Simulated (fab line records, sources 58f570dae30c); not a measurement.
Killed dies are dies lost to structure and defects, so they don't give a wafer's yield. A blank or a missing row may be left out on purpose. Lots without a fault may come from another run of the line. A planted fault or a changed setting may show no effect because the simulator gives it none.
Which tool did it? | flow berkeley_cmos170 | 13 lots, 39 wafers sampled, at 3 steps of a route of 331

WHAT THE GAUGES READ, wafer by wafer
UCB170_PWELL_OVL_MEAS_13.
lot  | measured    | on         | PWELL_OVL (nm)
L712 | day 3 17:11 | overlay-01 | 9 -5 6
L714 | day 3 22:37 | overlay-02 | 5 -4 -2
L715 | day 4 03:49 | overlay-02 | 0 -1 4
L716 | day 4 04:05 | overlay-01 | 11 3 7
L717 | day 4 14:29 | overlay-01 | -4 7 1
L719 | day 5 02:12 | overlay-01 | -2 0 1
L726 | day 6 17:06 | overlay-01 | -3 -8 -9
L727 | day 6 17:33 | overlay-02 | 6 4 2
L728 | day 7 01:35 | overlay-02 | -1 4 -8
L729 | day 7 01:18 | overlay-01 | -1 10 2
L732 | day 8 01:50 | overlay-02 | -2 0 -2
L731 | day 8 02:05 | overlay-02 | -6 2 -2
L734 | day 8 09:37 | overlay-01 | -2 0 2

WHICH TOOL RAN EACH LOT (tool, then ch and the chambers of the sampled wafers, then the start)
lot  | UCB170_ZERO_STRIP_07                | UCB170_PWELL_EXPOSE_10
L712 | plasma_asher-03 ch 0,1, day 2 03:16 | krf_scanner-01 ch 0, day 3 16:35
L714 | plasma_asher-02 ch 0,1, day 2 10:31 | krf_scanner-01 ch 0, day 3 22:09
L715 | plasma_asher-03 ch 0,1, day 2 19:05 | krf_scanner-01 ch 0, day 4 02:55
L716 | plasma_asher-03 ch 1, day 2 23:25   | krf_scanner-01 ch 0, day 4 03:16
L717 | plasma_asher-02 ch 1, day 3 05:12   | krf_scanner-02 ch 0, day 4 13:59
L719 | plasma_asher-04 ch 0,1, day 3 12:17 | krf_scanner-01 ch 0, day 5 01:43
L726 | plasma_asher-03 ch 0,1, day 5 06:19 | krf_scanner-02 ch 0, day 6 16:18
L727 | plasma_asher-04 ch 0, day 5 06:34   | krf_scanner-01 ch 0, day 6 16:32
L728 | plasma_asher-04 ch 0,1, day 5 12:43 | krf_scanner-01 ch 0, day 7 00:14
L729 | plasma_asher-02 ch 0,1, day 5 14:44 | krf_scanner-01 ch 0, day 7 00:07
L732 | plasma_asher-03 ch 0,1, day 6 03:11 | krf_scanner-01 ch 0, day 8 00:20
L731 | plasma_asher-04 ch 0,1, day 6 03:25 | krf_scanner-02 ch 0, day 8 00:41
L734 | plasma_asher-03 ch 0,1, day 6 19:52 | krf_scanner-02 ch 0, day 8 08:27
- UCB170_ZERO_STRIP_07: strips in O2.
- UCB170_PWELL_EXPOSE_10: exposes mask PWELL, target cd 3000 nm.

WHAT THE TOOLS THEMSELVES READ (means of the sampled wafers that have a number; where no wafer has one, the mark that the record gives instead)
UCB170_ZERO_STRIP_07.
lot  | tool            | drypump_motor_current_A (A) | oes_product_au (a.u.) | strip_time_to_endpoint_s (s)
L712 | plasma_asher-03 | 6.7                         | 0.721                 | 21.59
L714 | plasma_asher-02 | 5.6                         | 0.727                 | 21.51
L715 | plasma_asher-03 | 6.5                         | 0.728                 | 21.42
L716 | plasma_asher-03 | 6.3                         | 0.728                 | 21.50
L717 | plasma_asher-02 | 5.7                         | 0.727                 | 21.47
L719 | plasma_asher-04 | 5.9                         | 0.731                 | 21.49
L726 | plasma_asher-03 | 6.7                         | 0.727                 | 21.49
L727 | plasma_asher-04 | 6.2                         | 0.732                 | 21.34
L728 | plasma_asher-04 | 6.0                         | 0.729                 | 21.44
L729 | plasma_asher-02 | 5.7                         | 0.729                 | 21.46
L732 | plasma_asher-03 | 6.7                         | 0.732                 | 21.33
L731 | plasma_asher-04 | 5.6                         | 0.726                 | 21.49
L734 | plasma_asher-03 | 6.5                         | 0.723                 | 21.35

THE ANSWER, worked out from the rows above alone
Rule: what is usual is taken from the lots themselves. Put in order of their means at a reading, lots are off if they are a third of the lots or fewer, leave a main group of 4 or more, and stand apart from it by a gap of 3 or more times the standard deviation of the main group's means; of several such gaps the widest counts. A main group whose means are all the same, to the digits that the tables above print for the reading, isn't used. A lot without any number at a reading at which 4 lots or more have one is off too. The other lots that the step has rows for count as sound. The gauges are gone through in route order, then the tools' own readings, and for those a lot's mean is taken as printed above. The first step at which some lot is off is used, and at that step the reading that is off furthest; a lot without a number counts as furthest.
No lot is off at any reading shown: from this, nothing can be told.

WHAT THE SIMULATOR HAD PUT IN
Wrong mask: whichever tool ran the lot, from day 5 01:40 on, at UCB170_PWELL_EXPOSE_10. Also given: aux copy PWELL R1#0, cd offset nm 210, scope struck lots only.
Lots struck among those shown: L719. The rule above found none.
